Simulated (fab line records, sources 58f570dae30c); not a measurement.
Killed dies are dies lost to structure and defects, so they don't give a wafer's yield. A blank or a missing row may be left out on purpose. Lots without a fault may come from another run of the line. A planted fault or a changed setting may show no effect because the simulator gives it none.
Problem report in the 8D (eight disciplines) form, filled by code | flow berkeley_cmos170 | the parts of the form that need people (team, actions taken, sign-off) are left out

1. THE PROBLEM
V2_POLISHED_THK at UCB170_V2_THK_MEAS_04 reads a mean of 1339.5 nm on 1 wafer of 1 lot; wafers without a fault read 1000.6 nm with a standard deviation of 1.3. That is +99 or more standard deviations from the usual mean.
First seen on wafer L627.1, day 10 23:41, on film_metro-03. The record holds 39 wafers of 13 lots with a number at this step. Rule for "out", or "out of limits": more than 4 standard deviations from the usual mean. The other wafers with a number count as sound.

2. WHAT IT IS AND WHAT IT IS NOT
question                    | is                | is not
which readings at this step | V2_POLISHED_THK   | -
which lots                  | L627              | L616, L617, L618, L619, L620, L621, L622, L625, L630, L632, L636, L638
which wafers of those lots  | L627.1            | L627.2, L627.3
read on which gauges        | film_metro-03     | film_metro-01, film_metro-04
when                        | from day 10 23:41 | up to then (26 sound wafers); but 12 sound wafers of L630, L632, L636, L638 came after

3. SUSPECTS, AND WHAT RULES EACH OUT
Counting: a tool at a process step up to the reading stays a suspect if it ran every lot that is out. Sound lots after the first of them don't rule it out here, since some wafers of a struck lot are sound.
- the gauge at UCB170_V2_THK_MEAS_04: ruled out. All the wafers that are out were read on film_metro-03, but those of them that UCB170_V2_ETCH_14 has rows for are out there too, on other tools.
- plasma_asher-03 at UCB170_M2_STRIP_07 (strips in O2): kept. It ran the lot that is out, L627 (day 10 21:19); its last sound lot up to then is L625 (day 10 05:23).
- cmp-01 at UCB170_V2_CMP_02 (polishes SiO2): kept. It ran the lot that is out, L627 (day 10 23:16); its last sound lot up to then is L625 (day 10 08:50).
- Within plasma_asher-03 at UCB170_M2_STRIP_07: the wafers that are out ran in chamber 1; their sound lot-mates ran in chamber 0.
- Within cmp-01 at UCB170_V2_CMP_02: the wafers that are out ran in chamber 1; their sound lot-mates ran in chambers 2, 3.
Left after counting: plasma_asher-03 at UCB170_M2_STRIP_07, cmp-01 at UCB170_V2_CMP_02.

4. THE CAUSE (what the simulator had put in)
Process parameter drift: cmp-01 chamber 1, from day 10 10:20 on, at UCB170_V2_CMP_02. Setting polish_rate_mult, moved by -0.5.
Counting left 2 suspects, and this tool is among them.

5. THE CHAIN OF EFFECTS, in route order
Each row: a reading whose mean over the struck wafers that have a number lies more than 3 standard deviations from the usual. Only readings for which the record gives a usual standard deviation are gone through. hours: the time from each lot's start at the first step in this table that gives one to its start at this step, as a median over the lots. sigmas: the change in usual standard deviations.
hours | step                  | reading              | usual      | on struck wafers | change | sigmas
0     | UCB170_V2_THK_MEAS_04 | V2_POLISHED_THK      | 1000.6 nm  | 1339.5           | +338.9 | +99 or more
2     | UCB170_V2_ETCH_14     | oes_product_au       | 0.883 a.u. | 1.015            | +0.132 | +10
5     | UCB170_M3_PROBE_99    | defect_limited_yield | 98.8 %     | 1.9              | -96.9  | -99 or more
5     | UCB170_M3_PROBE_99    | killed_at_M0_to_M3   | 0.9        | 255.0            | +254.1 | +99 or more
5     | UCB170_M3_PROBE_99    | killed_dies          | 3.2        | 259.0            | +255.8 | +99 or more
5     | UCB170_M3_PROBE_99    | killed_on_rim        | 0.9        | 66.0             | +65.1  | +67
5     | UCB170_M3_PROBE_99    | sort_bin_5_function  | 0.7 %      | 97.0             | +96.3  | +99 or more
5     | UCB170_M3_PROBE_99    | sort_n_pass          | 260.8      | 5.0              | -255.8 | -99 or more
5     | UCB170_M3_PROBE_99    | sort_yield_pct       | 98.8 %     | 1.9              | -96.9  | -99 or more
The process steps in it:
- UCB170_V2_ETCH_14: etches SiO2 in CHF3/CF4/Ar, stops on Al, target depth 1250 nm, time 291 s.
- UCB170_M3_PROBE_99

6. WHAT WOULD HAVE CAUGHT IT SOONER
In this record the first reading out of limits at a measuring or inspecting step was taken at day 10 23:41, 13 hours after the fault began at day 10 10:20.
Of the tool readings at UCB170_V2_CMP_02 for which the record gives a usual standard deviation, none was out on any struck wafer, so an alarm limit of 4 standard deviations on them would not have fired.
All the lots that are out (1) had begun UCB170_V2_CMP_02 on cmp-01 by day 10 23:41. A hold on the tool at that time would have spared none of them.
